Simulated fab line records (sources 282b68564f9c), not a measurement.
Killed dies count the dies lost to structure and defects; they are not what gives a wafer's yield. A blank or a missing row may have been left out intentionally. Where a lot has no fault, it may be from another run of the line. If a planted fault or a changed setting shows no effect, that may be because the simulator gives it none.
fab line records -- flow rit-cmos -- part 2 of 2: steps 28 to 39 of 39
record lots=5, wafers=15, last-day=5
route steps=202 shown NWELL@36 PWELL@39 WELLDRIVE@50 NRETRO@53 PRETRO@64
lots that met no fault: from a run of the same line without faults
start-h: start of the lot's first displayed wafer, in hours after the record's first day -- wait-h: hours from the lot's prior step to this one -- " same as the row above -- L1.1+2: a single row standing in for several wafers -- - no value, or no start given -- * or withheld: withheld -- < > ~ a bound
route shown NAME@n: a module of which the file shows steps, and the number in the route of the first -- usual: mean and standard deviation over wafers with no fault -- same: alike in all rows -- chamber/n: place in a boat -- sites: readings site by site -- _std_site: standard deviation across them -- _edge_site: outer sites' mean less inner sites' -- radius-mm: how far each site lies from the wafer's centre -- mask NAME#n: copy n -- behind: the tool/chamber that last shaped the wafer -- hold: what put the lot on hold/how long, in hours/how the hold closed -- device: whichever transistor did not switch (one of n, p or np) -- end of line: tests run on the same wafers once the route is complete -- where a step has no rows: the recipe by itself -- killed: dies that structure and defects cost at the first sort, which is not the same as the wafer's yield -- map: a wafer's dies, marking killed ones x, the rest . and places with no die _
set.NAME: the setting the step ran with; set.NAME@STEP: the setting that earlier step ran with -- model.NAME: the simulator's own value behind a step, which no gauge read
lots at selected steps of the route; one table per step, one row per wafer
services: a tool's chamber out of use, with start hour (start-h, from the record's first day; less than 0 if before it), hours out, and reason
## steps
# step RIT_NRETRO_TW_MEAS_10
# usual NRETRO_TW=1060/7.6
lot.wafer,tool,chamber,start-h,wait-h,NRETRO_TW
L076.2,film-metro-02,-,42.68,0.1,1072
L076.3,film-metro-02,-,42.68,0.1,1063
L076.4,film-metro-02,-,42.68,0.1,1072
L081.3,film-metro-04,-,67.38,0.1,1048
L081.4,film-metro-04,-,67.38,0.1,1045
L081.5,film-metro-04,-,67.38,0.1,1045
L085.3,film-metro-01,-,87.28,0.1,1048
L085.4,film-metro-01,-,87.28,0.1,1054
L085.5,film-metro-01,-,87.28,0.1,1057
L086.2,film-metro-04,-,92.35,0.1,1044
L086.3,film-metro-04,-,92.35,0.1,1049
L086.5,film-metro-04,-,92.35,0.1,1049
L087.3,film-metro-01,-,97.93,0.1,1066
L087.4,film-metro-01,-,97.93,0.1,1064
L087.6,film-metro-01,-,97.93,0.1,1059
# step RIT_PRETRO_HMDS_00
# recipe prime-time-s=60, prime-temp-c=140
# usual exhaust-pa=45.2/0.89, prime-temp-c=139.99/0.12
lot.wafer,tool,chamber,start-h,wait-h,exhaust-pa,prime-temp-c
L076.2,litho-track-03,0,42.76,0.1,46.6,139.74
L076.3,litho-track-03,0,42.76,0.1,46.2,139.87
L076.4,litho-track-03,0,42.76,0.1,46.1,139.88
L081.3,litho-track-02,0,67.47,0.1,45.7,140.00
L081.4,litho-track-02,0,67.47,0.1,45.8,140.03
L081.5,litho-track-02,0,67.47,0.1,44.4,139.93
L085.3,litho-track-01,0,87.37,0.1,45.2,140.07
L085.4,litho-track-01,0,87.37,0.1,45.4,139.98
L085.5,litho-track-01,0,87.37,0.1,46.2,140.14
L086.2,litho-track-02,0,92.43,0.1,44.8,140.15
L086.3,litho-track-02,0,92.43,0.1,44.8,140.10
L086.5,litho-track-02,0,92.43,0.1,44.7,140.03
L087.3,litho-track-03,0,98.02,0.1,45.1,140.00
L087.4,litho-track-03,0,98.02,0.1,44.5,140.07
L087.6,litho-track-03,0,98.02,0.1,45.4,139.87
# step RIT_PRETRO_COAT_01
# recipe resist=NOVOLAK, spin-rpm=2000, resist-thk-nm=1300
# usual exhaust-pa=44.9/0.89
lot.wafer,tool,chamber,start-h,wait-h,exhaust-pa
L076.2,litho-track-03,0,42.91,0.1,43.8
L076.3,litho-track-03,0,42.91,0.1,44.8
L076.4,litho-track-03,0,42.91,0.1,44.4
L081.3,litho-track-02,0,67.62,0.1,45.2
L081.4,litho-track-02,0,67.62,0.1,45.3
L081.5,litho-track-02,0,67.62,0.1,47.3
L085.3,litho-track-01,0,87.52,0.1,44.5
L085.4,litho-track-01,0,87.52,0.1,43.3
L085.5,litho-track-01,0,87.52,0.1,44.2
L086.2,litho-track-02,0,92.58,0.1,46.9
L086.3,litho-track-02,0,92.58,0.1,45.4
L086.5,litho-track-02,0,92.58,0.1,45.4
L087.3,litho-track-03,0,98.17,0.1,44.0
L087.4,litho-track-03,0,98.17,0.1,44.3
L087.6,litho-track-03,0,98.17,0.1,45.2
# step RIT_PRETRO_SOFTBAKE_02
# recipe resist=NOVOLAK, temp-c=90, time-s=60
# usual exhaust-pa=45.0/0.88
lot.wafer,tool,chamber,start-h,wait-h,exhaust-pa
L076.2,litho-track-03,0,43.06,0.1,44.5
L076.3,litho-track-03,0,43.06,0.1,45.3
L076.4,litho-track-03,0,43.06,0.1,45.0
L081.3,litho-track-02,0,67.77,0.1,44.6
L081.4,litho-track-02,0,67.77,0.1,44.4
L081.5,litho-track-02,0,67.77,0.1,47.5
L085.3,litho-track-01,0,87.67,0.1,44.0
L085.4,litho-track-01,0,87.67,0.1,44.4
L085.5,litho-track-01,0,87.67,0.1,45.7
L086.2,litho-track-02,0,92.73,0.1,46.8
L086.3,litho-track-02,0,92.73,0.1,44.5
L086.5,litho-track-02,0,92.73,0.1,46.5
L087.3,litho-track-03,0,98.32,0.1,44.4
L087.4,litho-track-03,0,98.32,0.1,44.7
L087.6,litho-track-03,0,98.32,0.1,44.3
# step RIT_PRETRO_EXPOSE_03
# recipe mask-id=M5, na=0.57, target-cd-nm=43700, dose-mj=250
# usual reticle-temp-C=23.01/0.11
lot.wafer,tool,chamber,start-h,wait-h,mask,reticle-temp-C
L076.2,iline-stepper-02,0,43.33,0.2,M5#0,22.92
L076.3,iline-stepper-02,0,43.33,0.2,M5#0,22.78
L076.4,iline-stepper-02,0,43.33,0.2,M5#0,22.94
L081.3,iline-stepper-01,0,68.04,0.2,M5#0,22.86
L081.4,iline-stepper-01,0,68.04,0.2,M5#0,23.06
L081.5,iline-stepper-01,0,68.04,0.2,M5#0,22.72
L085.3,iline-stepper-02,0,87.93,0.2,M5#0,22.92
L085.4,iline-stepper-02,0,87.93,0.2,M5#0,22.73
L085.5,iline-stepper-02,0,87.93,0.2,M5#0,22.92
L086.2,iline-stepper-02,0,92.87,0.1,M5#0,22.93
L086.3,iline-stepper-02,0,92.87,0.1,M5#0,23.06
L086.5,iline-stepper-02,0,92.87,0.1,M5#0,22.95
L087.3,iline-stepper-02,0,98.46,0.1,M5#0,22.93
L087.4,iline-stepper-02,0,98.46,0.1,M5#0,22.96
L087.6,iline-stepper-02,0,98.46,0.1,M5#0,23.11
# step RIT_PRETRO_PEB_04
# recipe resist=NOVOLAK, temp-c=withheld, time-s=withheld
# usual exhaust-pa=45.1/0.99
lot.wafer,tool,chamber,start-h,wait-h,exhaust-pa
L076.2,litho-track-03,0,43.45,0.1,46.6
L076.3,litho-track-03,0,43.45,0.1,46.2
L076.4,litho-track-03,0,43.45,0.1,45.8
L081.3,litho-track-02,0,68.37,0.3,46.3
L081.4,litho-track-02,0,68.37,0.3,45.5
L081.5,litho-track-02,0,68.37,0.3,44.8
L085.3,litho-track-01,0,88.06,0.1,44.7
L085.4,litho-track-01,0,88.06,0.1,44.5
L085.5,litho-track-01,0,88.06,0.1,45.0
L086.2,litho-track-02,0,93.00,0.1,45.9
L086.3,litho-track-02,0,93.00,0.1,46.3
L086.5,litho-track-02,0,93.00,0.1,45.2
L087.3,litho-track-01,0,98.59,0.1,45.9
L087.4,litho-track-01,0,98.59,0.1,46.2
L087.6,litho-track-01,0,98.59,0.1,44.8
# step RIT_PRETRO_DEVELOP_05
# recipe resist=NOVOLAK, develop-time-s=68, dev-temp-c=23
# usual exhaust-pa=44.9/0.84
lot.wafer,tool,chamber,start-h,wait-h,exhaust-pa
L076.2,litho-track-03,0,-,-,45.9
L076.3,litho-track-03,0,-,-,44.6
L076.4,litho-track-03,0,-,-,44.6
L081.3,litho-track-02,0,-,-,44.5
L081.4,litho-track-02,0,-,-,45.0
L081.5,litho-track-02,0,-,-,44.9
L085.3,litho-track-01,0,-,-,44.6
L085.4,litho-track-01,0,-,-,45.0
L085.5,litho-track-01,0,-,-,46.1
L086.2,litho-track-02,0,-,-,45.3
L086.3,litho-track-02,0,-,-,46.6
L086.5,litho-track-02,0,-,-,45.1
L087.3,litho-track-01,0,-,-,44.7
L087.4,litho-track-01,0,-,-,44.5
L087.6,litho-track-01,0,-,-,44.7
# step RIT_PRETRO_OVL_MEAS_06
# usual PRETRO_OVL=-1.0/1.4
lot.wafer,tool,chamber,start-h,wait-h,PRETRO_OVL[nm]
L076.2,overlay-01,-,43.75,-,-2.4
L076.3,overlay-01,-,43.75,-,-2.3
L076.4,overlay-01,-,43.75,-,-2.3
L081.3,overlay-01,-,68.65,-,-5.1
L081.4,overlay-01,-,68.65,-,-3.9
L081.5,overlay-01,-,68.65,-,-4.0
L085.3,overlay-01,-,88.34,-,-3.1
L085.4,overlay-01,-,88.34,-,-2.3
L085.5,overlay-01,-,88.34,-,-1.6
L086.2,overlay-01,-,93.29,-,0.8
L086.3,overlay-01,-,93.29,-,0.1
L086.5,overlay-01,-,93.29,-,-0.4
L087.3,overlay-02,-,98.86,-,0.3
L087.4,overlay-02,-,98.86,-,0.3
L087.6,overlay-02,-,98.86,-,0.0
# step RIT_PRETRO_HARDBAKE_07
# recipe resist=NOVOLAK, temp-c=140, time-s=120
# usual exhaust-pa=44.9/0.81
lot.wafer,tool,chamber,start-h,wait-h,exhaust-pa
L076.2,litho-track-02,0,43.82,0.1,44.3
L076.3,litho-track-02,0,43.82,0.1,43.4
L076.4,litho-track-02,0,43.82,0.1,43.6
L081.3,litho-track-01,0,68.76,0.1,45.1
L081.4,litho-track-01,0,68.76,0.1,43.7
L081.5,litho-track-01,0,68.76,0.1,45.1
L085.3,litho-track-03,0,88.45,0.1,44.9
L085.4,litho-track-03,0,88.45,0.1,46.7
L085.5,litho-track-03,0,88.45,0.1,45.5
L086.2,litho-track-02,0,93.36,0.1,44.6
L086.3,litho-track-02,0,93.36,0.1,44.0
L086.5,litho-track-02,0,93.36,0.1,45.8
L087.3,litho-track-03,0,98.97,0.1,45.0
L087.4,litho-track-03,0,98.97,0.1,46.3
L087.6,litho-track-03,0,98.97,0.1,44.0
# step RIT_PRETRO_IMPLANT_08
# recipe species=B, energy-kev=45, dose-cm2=1.2e+13, tilt-deg=7
lot.wafer,tool,chamber,start-h,wait-h
L076.2+3+4,implanter-02,0,44.05,0.2
L081.3+4+5,implanter-04,0,68.97,0.2
L085.3+4+5,implanter-02,0,88.66,0.2
L086.2+3+5,implanter-01,0,93.60,0.2
L087.3+4+6,implanter-04,0,99.19,0.2
# step RIT_PRETRO_STRIP_09
# recipe chemistry=O2, time-s=180, resist=NOVOLAK, platen-temp-c=withheld, power-w=500, pressure-mtorr=4000, o2-flow-sccm=4000
# usual drypump-motor-current-A=5.8/0.62
lot.wafer,tool,chamber,start-h,wait-h,drypump-motor-current-A,rf-hours-counter-h
L076.2,plasma-asher-02,0,44.18,0.1,5.9,37
L076.3,plasma-asher-02,1,44.18,0.1,4.8,-
L076.4,plasma-asher-02,0,44.18,0.1,5.9,-
L081.3,plasma-asher-02,0,69.13,0.1,5.9,-
L081.4,plasma-asher-02,1,69.13,0.1,4.8,-
L081.5,plasma-asher-02,0,69.13,0.1,5.9,-
L085.3,plasma-asher-03,0,88.82,0.1,6.2,-
L085.4,plasma-asher-03,1,88.82,0.1,6.5,-
L085.5,plasma-asher-03,0,88.82,0.1,6.2,-
L086.2,plasma-asher-02,0,93.72,0.1,5.9,42
L086.3,plasma-asher-02,0,93.72,0.1,5.9,-
L086.5,plasma-asher-02,0,93.72,0.1,5.9,-
L087.3,plasma-asher-04,0,99.35,0.1,6.3,-
L087.4,plasma-asher-04,1,99.35,0.1,5.3,-
L087.6,plasma-asher-04,0,99.35,0.1,6.3,-
# step RIT_PRETRO_TW_MEAS_10
# usual PRETRO_TW=474.9/2.8
lot.wafer,tool,chamber,start-h,wait-h,PRETRO_TW
L076.2,film-metro-04,-,44.36,0.1,470.3
L076.3,film-metro-04,-,44.36,0.1,466.5
L076.4,film-metro-04,-,44.36,0.1,469.7
L081.3,film-metro-03,-,69.27,0.1,475.6
L081.4,film-metro-03,-,69.27,0.1,476.4
L081.5,film-metro-03,-,69.27,0.1,474.0
L085.3,film-metro-01,-,88.96,0.1,473.4
L085.4,film-metro-01,-,88.96,0.1,475.7
L085.5,film-metro-01,-,88.96,0.1,473.7
L086.2,film-metro-01,-,93.91,0.1,473.8
L086.3,film-metro-01,-,93.91,0.1,472.5
L086.5,film-metro-01,-,93.91,0.1,475.3
L087.3,film-metro-03,-,99.48,0.1,477.5
L087.4,film-metro-03,-,99.48,0.1,475.9
L087.6,film-metro-03,-,99.48,0.1,474.4
## services
tool,chamber,start-h,hours,kind
implanter-01,-,10.50,3.6,pm
iline-stepper-01,-,14.77,0.7,repair
furnace-04,-,15.93,3.4,pm
implanter-03,-,22.46,2.4,repair
implanter-03,-,23.57,2.7,repair
plasma-asher-04,-,28.31,5.7,repair
iline-stepper-02,-,45.89,4.4,pm
iline-stepper-02,-,50.33,1.7,pm
implanter-04,-,67.03,1.3,repair
implanter-03,-,68.15,4.5,pm
implanter-04,-,70.10,26.7,repair
plasma-asher-03,-,70.37,1.0,repair
plasma-asher-02,-,77.49,2.8,pm
implanter-04,-,78.60,1.4,repair
implanter-04,-,80.04,4.7,repair
plasma-asher-03,-,93.07,7.8,repair
